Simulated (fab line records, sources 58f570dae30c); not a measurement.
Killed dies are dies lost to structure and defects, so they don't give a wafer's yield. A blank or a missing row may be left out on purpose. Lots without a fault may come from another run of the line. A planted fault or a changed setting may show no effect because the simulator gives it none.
Chamber matching | flow berkeley_cmos170 | UCB170_V2_CVD_00 on pecvd-01: 3 sister chambers
The step deposits SiO2 from TEOS/O2, target thk 2000 nm, time 250 s. 3 wafers are shown with their chamber, then 7 later ones without.

WAFERS WITH THEIR CHAMBER
wafer  | chamber | heater_power_w (W)
L966.3 | 2       | 248
L970.1 | 0       | 304
L970.5 | 1       | 167

WAFERS WITHOUT THEIR CHAMBER
wafer  | heater_power_w (W)
L970.6 | 174
L980.2 | 242
L980.5 | 212
L980.6 | 171
L981.1 | 172
L981.5 | 208
L981.6 | 233

WHICH CHAMBER EACH WENT THROUGH
wafer  | from the rows above     | in truth
L970.6 | 1                       | 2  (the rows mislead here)
L980.2 | 2                       | 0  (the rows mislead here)
L980.5 | can't be placed: 2 or 1 | 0
L980.6 | 1                       | 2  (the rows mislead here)
L981.1 | 1                       | 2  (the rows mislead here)
L981.5 | can't be placed: 2 or 1 | 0
L981.6 | 2                       | 2
Placed correctly: 1 of 7. Can't be placed from these rows: 2 (the true chamber is among the candidates in 0). Placed wrongly: 4.
How it was worked out, from the rows above alone: a wafer's distance from a chamber is the root of the sum, over the readings, of the square of ((its reading less the chamber's mean) divided by the reading's scatter). The wafer belongs to the nearest chamber; if the next one is less than 2 further off, it can't be placed. A chamber's mean is the mean of its shown wafers. The scatter: with one shown wafer a chamber, the root of the mean of the squares of how far each hidden wafer lies from its nearest shown one.
